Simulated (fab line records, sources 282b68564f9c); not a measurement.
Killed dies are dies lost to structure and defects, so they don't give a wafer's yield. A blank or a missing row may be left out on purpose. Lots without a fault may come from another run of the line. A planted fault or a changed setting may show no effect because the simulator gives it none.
Split-lot experiment | flow rit_cmos | 5 lots, 23 wafers read, on a route of 202 steps

THE SPLIT
At RIT_PWELL_IMPLANT_08, the setting energy_kev was moved away from the recipe's 170 on 5 of the 23 wafers read, by +4.8% to +5.5%. The other wafers ran this setting at the recipe's value.

The reading is taken at the split's own step.

THE READING
implant.drp_nm (the simulator's own value, which no gauge read), in nm, at RIT_PWELL_IMPLANT_08. The file gives no usual value for it.

wafer  | tool, chamber at the split | energy_kev as run | against the recipe | implant.drp_nm, nm | against lot-mates on the recipe
L074.1 | implanter-04, 0            | 170               | recipe             | 102.9              | -
L074.3 | implanter-04, 0            | 170               | recipe             | 102.9              | -
L074.4 | implanter-04, 0            | 170               | recipe             | 102.9              | -
L074.5 | implanter-04, 0            | 170               | recipe             | 102.9              | -
L074.6 | implanter-04, 0            | 170               | recipe             | 102.9              | -
L078.1 | implanter-01, 0            | 178.1             | +4.8%              | 104.2              | +1.3
L078.4 | implanter-01, 0            | 178.1             | +4.8%              | 104.2              | +1.3
L078.5 | implanter-01, 0            | 178.1             | +4.8%              | 104.2              | +1.3
L078.2 | implanter-01, 0            | 170               | recipe             | 102.9              | -
L078.6 | implanter-01, 0            | 170               | recipe             | 102.9              | -
L082.2 | implanter-01, 0            | 170               | recipe             | 102.9              | -
L082.5 | implanter-01, 0            | 170               | recipe             | 102.9              | -
L082.6 | implanter-01, 0            | 170               | recipe             | 102.9              | -
L083.1 | implanter-02, 0            | 170               | recipe             | 102.9              | -
L083.2 | implanter-02, 0            | 170               | recipe             | 102.9              | -
L083.3 | implanter-02, 0            | 170               | recipe             | 102.9              | -
L083.4 | implanter-02, 0            | 170               | recipe             | 102.9              | -
L083.6 | implanter-02, 0            | 170               | recipe             | 102.9              | -
L085.1 | implanter-02, 0            | 179.4             | +5.5%              | 104.4              | +1.5
L085.2 | implanter-02, 0            | 179.4             | +5.5%              | 104.4              | +1.5
L085.3 | implanter-02, 0            | 170               | recipe             | 102.9              | -
L085.4 | implanter-02, 0            | 170               | recipe             | 102.9              | -
L085.5 | implanter-02, 0            | 170               | recipe             | 102.9              | -

THE FIT
A straight line over all 23 wafers: implant.drp_nm changes by +0.272 nm for each +1% of energy_kev; r = +1.00; the points scatter about the line by 0.0019 nm.
The same after taking each lot's own level away (the mean of its wafers on the recipe; 23 wafers): +0.272 nm for each +1%; r = +1.00; scatter 0.0019 nm.
On that fit, the largest move of energy_kev shifts the reading by 1.5 nm.
The lots' own levels span 102.90 to 102.90 nm.
So the lot-to-lot level changes the slope little: the two slopes agree.
Check: with one of the wafers moved furthest among these (+5.5%) left out of the fit, the line predicts +1.51 nm for it against its lot-mates. It came out at +1.5 nm against them.

OTHER SPLITS ON THESE WAFERS
These wafers also went through other splits before the reading. Each is held against what the fit with the lots' levels taken away leaves over:
other split on the same wafers | wafers away from the commonest value | r with implant.drp_nm (lot level and that fit taken away)
RIT_FOX2_OXIDATION_00 temp_c   | 15                                   | -0.37

THE WHOLE CHAIN: every reading that the file lists as answering this split, in the file's order
step                 | what it does | reading                                                         | change (the file's fit)               | r (the file's)
RIT_PWELL_IMPLANT_08 |              | implant.rp_nm (the simulator's own value, which no gauge read)  | +3.76 nm for each +1% of the setting  | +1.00
RIT_PWELL_IMPLANT_08 |              | implant.drp_nm (the simulator's own value, which no gauge read) | +0.269 nm for each +1% of the setting | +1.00

THE FILE'S OWN FIT
implant.drp_nm changes by +0.269 nm for each +1% of energy_kev, r = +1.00.
